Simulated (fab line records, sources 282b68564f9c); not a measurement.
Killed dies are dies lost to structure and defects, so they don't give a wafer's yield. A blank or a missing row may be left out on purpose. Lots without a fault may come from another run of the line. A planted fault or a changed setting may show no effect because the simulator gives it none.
Problem report in the 8D (eight disciplines) form, filled by code | flow rit_cmos | the parts of the form that need people (team, actions taken, sign-off) are left out

1. THE PROBLEM
run_length_s at RIT_PSD_SOFTBAKE_02 reads a mean of 85.64 s on 6 wafers of 2 lots; wafers without a fault read 89.37 s with a standard deviation of 0.24. That is -16 standard deviations from the usual mean.
The step: time 60 s.
First seen on wafer L499.1, day 4 22:57, on litho_track-03. The record holds 42 wafers of 14 lots with a number at this step. Rule for "out", or "out of limits": more than 4 standard deviations from the usual mean. The other wafers with a number count as sound.

2. WHAT IT IS AND WHAT IT IS NOT
question                    | is                                 | is not
which readings at this step | run_length_s, heater_power_total_W | -
which lots                  | L499, L500                         | L491, L493, L494, L495, L496, L497, L504, L507, L508, L510, L512, L514
which wafers of those lots  | all that have a number             | -
read on which tools         | litho_track-03                     | litho_track-01, litho_track-04
when                        | from day 4 22:57                   | up to then (18 sound wafers); but 18 sound wafers of L504, L507, L508, L510, L512, L514 came after

3. SUSPECTS, AND WHAT RULES EACH OUT
Counting: a tool at a process step up to the reading stays a suspect if it ran every lot that is out and no sound lot after the first of them.
- litho_track-03 at RIT_PSD_SOFTBAKE_02 (time 60 s): kept. It ran every lot that is out, first L499 (day 4 22:57), and no sound lot after that; its last sound lot up to then is L496 (day 4 05:36). Its own readings are out on those wafers: heater_power_total_W, run_length_s.
Left after counting: litho_track-03 at RIT_PSD_SOFTBAKE_02.

4. THE CAUSE (what the simulator had put in)
Process parameter drift: litho_track-03, from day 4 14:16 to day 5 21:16, at RIT_PSD_SOFTBAKE_02. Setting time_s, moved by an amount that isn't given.
Counting left only this tool.

5. THE CHAIN OF EFFECTS, in route order
Each row: a reading whose mean over the struck wafers that have a number lies more than 3 standard deviations from the usual. Only readings for which the record gives a usual standard deviation are gone through. hours: the time from each lot's start at the first step in this table that gives one to its start at this step, as a median over the lots. sigmas: the change in usual standard deviations.
hours | step                | reading              | usual   | on struck wafers | change | sigmas
0     | RIT_PSD_SOFTBAKE_02 | heater_power_total_W | 34.56 W | 35.22            | +0.66  | +15
0     | RIT_PSD_SOFTBAKE_02 | run_length_s         | 89.37 s | 85.64            | -3.73  | -16
The process steps in it:
- RIT_PSD_SOFTBAKE_02: time 60 s.

6. WHAT WOULD HAVE CAUGHT IT SOONER
In this record the first reading out of limits was taken at day 4 22:57, 9 hours after the fault began at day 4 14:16.
